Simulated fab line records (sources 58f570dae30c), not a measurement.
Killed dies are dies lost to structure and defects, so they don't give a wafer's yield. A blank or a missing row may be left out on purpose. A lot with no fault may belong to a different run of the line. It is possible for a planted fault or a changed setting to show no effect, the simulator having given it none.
A struck lot beside a sound one || flow berkeley-cmos170 || 16 out of 331 route steps
Sound: these wafers, L624.2, L624.3, L624.6. Struck: wafer L641.2 (left out: L641.1, L641.4 of the same lot, which were not struck); the cause appears at the end.
For every step that has rows: the tool of each side, followed by ch and its chambers, followed by its first start. Under that, the readings that differ: sound wafers || struck wafers || difference of the means || sigmas: that difference in standard deviations of wafers without a fault.
alike: a reading whose means differ by less than 2 such deviations, as well as words and numbers matching on both sides. not compared: withheld readings; readings where some wafer has no value; bounds like >300 that might hide an equal value; numbers whose values overlap and for which the record gives no deviation.
A row with sigmas, a row that says differs or no value, or rows on one side alone: a step with any of these is where the two part. When numbers do not overlap yet have no deviation, they are printed without sigmas and do not part them. A reading missing from all wafers of one side parts the sides only when that side holds two or more wafers.

UCB170_V1_CMP_02: polishes SiO2.
  sound on cmp-02 ch 0,2, day 9 01:20; struck on cmp-01 ch 1, day 13 12:00
  alike: motor-current-A
UCB170_V1_BOW_MEAS_03:
  sound on film-metro-01, day 9 01:37; struck on film-metro-02, day 13 12:15
  alike: V1_BOW
UCB170_V1_THK_MEAS_04:
  sound on film-metro-01, day 9 01:44; struck on film-metro-02, day 13 12:22
  alike: V1_POLISHED_THK
then, 7 steps without rows for these wafers: UCB170_V1_CLEAN_05 (cleans in DIW); UCB170_V1_HMDS_06 (prime time 60 s); UCB170_V1_COAT_07 (resist thk 900 nm); UCB170_V1_SOFTBAKE_08 (time 60 s); UCB170_V1_EXPOSE_09 (exposes mask VIA1, target cd 700 nm); UCB170_V1_PEB_10; UCB170_V1_DEVELOP_11 (develop time 45 s).
UCB170_V1_CD_MEAS_12: target cd 700 nm.
  sound on cd-sem-02, day 9 03:02; struck on cd-sem-02, day 13 13:40
  alike: cd-nm
UCB170_V1_OVL_MEAS_13:
  sound on overlay-01, day 9 03:08; struck on overlay-01, day 13 13:47
  alike: V1_OVL
UCB170_V1_ETCH_14: etches SiO2 in CHF3/CF4/Ar, stops on Al, target depth 1250 nm, time 291 s.
  sound on rie-diel-03 ch 0,3, day 9 03:10; struck on rie-diel-03 ch 2, day 13 13:49
{"reading": "drypump-motor-current-A (A)", "sound": "5.1 5.5 5.1", "struck": 6.4, "difference": "+1.2", "sigmas": "+2"}
{"reading": "oes-product-au (a.u.)", "sound": "0.859 0.863 0.877", "struck": 0.985, "difference": "+0.119", "sigmas": "+12"}
{"reading": "model.V1.feature-depth-nm (nm)", "sound": "999.3 998.8 1000", "struck": 718.7, "difference": -280.7, "sigmas": ""}
{"reading": "model.etch.depth-nm (nm)", "sound": "999.2 998.7 1000", "struck": 718.7, "difference": -280.6, "sigmas": ""}
{"reading": "model.KrF_of_V1_COAT_07.thk-nm (nm)", "sound": "605 612.7 604.8", "struck": 728.2, "difference": "+120.7", "sigmas": ""}
  alike: throttle-valve-pct
  not compared: rf-hours-counter-h
UCB170_V1_STRIP_15: strips in O2.
  sound on plasma-asher-01 ch 0, day 9 03:20; struck on plasma-asher-01 ch 0, day 13 14:00
{"reading": "strip-time-to-endpoint-s (s)", "sound": "15.18 15.36 15.19", "struck": 18.06, "difference": "+2.82", "sigmas": "+23"}
  alike: drypump-motor-current-A, oes-product-au
  not compared: rf-hours-counter-h
UCB170_V1_CD_MEAS_90: target cd 700 nm.
  sound on cd-sem-01, day 9 03:28; struck on cd-sem-01, day 13 14:06
{"reading": "cd-nm (nm)", "sound": "702.0 699.6 700.9", "struck": 696.9, "difference": -3.9, "sigmas": -2}
UCB170_M3_PROBE_99:
  rows exist in the record for the struck wafers here (prober-01, day 14 05:10), but not for the sound ones

## WHERE THEY PART
Last at UCB170_M3_PROBE_99 as far as this record goes, first at UCB170_V1_ETCH_14.

WHY: whatever the simulator had introduced
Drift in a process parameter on rie-diel-03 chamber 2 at UCB170_V1_ETCH_14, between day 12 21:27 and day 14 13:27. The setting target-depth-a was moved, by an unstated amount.
